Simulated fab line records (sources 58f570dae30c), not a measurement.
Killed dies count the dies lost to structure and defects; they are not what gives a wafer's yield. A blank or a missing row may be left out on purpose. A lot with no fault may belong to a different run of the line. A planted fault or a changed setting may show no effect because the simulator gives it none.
Problem report, 8D (eight disciplines) form, completed by code -- flow berkeley_cmos170 -- the parts of the form that need people (team, actions taken, sign-off) are left out

1. THE PROBLEM
V1_OVL at UCB170_V1_OVL_MEAS_13 reads a mean of 61 nm on 11 wafers of 4 lots; wafers without a fault read 0 nm with a standard deviation of 4.5. That is +13 standard deviations from the usual mean.
Seen first at day 11 12:56 on overlay-01, wafer L328.2. The record holds 44 wafers of 15 lots with a number at this step. Rule for "out" (also "out of limits"): further than 4 standard deviations from the usual mean. The rest of the wafers with a number are treated as sound.

2. WHAT IT IS; WHAT IT IS NOT
question,is,is not
which readings at this step,V1_OVL,-
which lots,"L327, L328, L330, L331","L314, L315, L316, L317, L318, L319, L320, L321, L322, L323, L335"
which wafers of those lots,all that have a number,-
read on which gauges,"overlay-01, overlay-02",-
when,from day 11 12:56,up to then (30 sound wafers); but 3 sound wafers of L335 came after

3. SUSPECTS, AND WHAT RULES EACH OUT
Counting: a tool at a process step up to the reading stays a suspect if it ran every lot that is out and no sound lot after the first of them.
- the gauge at UCB170_V1_OVL_MEAS_13 is ruled out. Those wafers that are out were read across 2 gauges (overlay-01, overlay-02).
- krf_scanner-02 at UCB170_V1_EXPOSE_09 (exposes mask VIA1, target cd 700 nm): kept. It processed each lot that is out, first L328 at day 11 12:22, and no sound lot thereafter; up to then, the last sound lot it processed was L321 at day 10 13:10.
After counting, what remains is krf_scanner-02 at UCB170_V1_EXPOSE_09.

4. THE CAUSE (what the simulator had put in)
Scanner matching overlay: krf_scanner-02, from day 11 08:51 on, at UCB170_V1_EXPOSE_09. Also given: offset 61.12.
This tool alone remained once counting was done.

5. THE CHAIN OF EFFECTS, in route order
Each row: a reading where the mean over the struck wafers with a number is more than 3 standard deviations away from the usual. Readings are gone through only where the record gives a usual standard deviation; hours: the median, over the lots, of the time from a lot's start at the first step in this table giving one to that lot's start at this step; sigmas: the change measured in usual standard deviations.
hours,step,reading,usual,on struck wafers,change,sigmas
0,UCB170_V1_OVL_MEAS_13,V1_OVL,0 nm,61,+61,+13

6. HOW IT WOULD HAVE BEEN CAUGHT EARLIER
The first out-of-limits reading at a measuring or inspecting step in this record came at day 11 12:56, 4 hours after the fault's start at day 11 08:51.
Lots out: 4; of these, L327, L330, L331 started UCB170_V1_EXPOSE_09 on krf_scanner-02 after day 11 12:56. A hold on the tool at that time would have spared those 3.
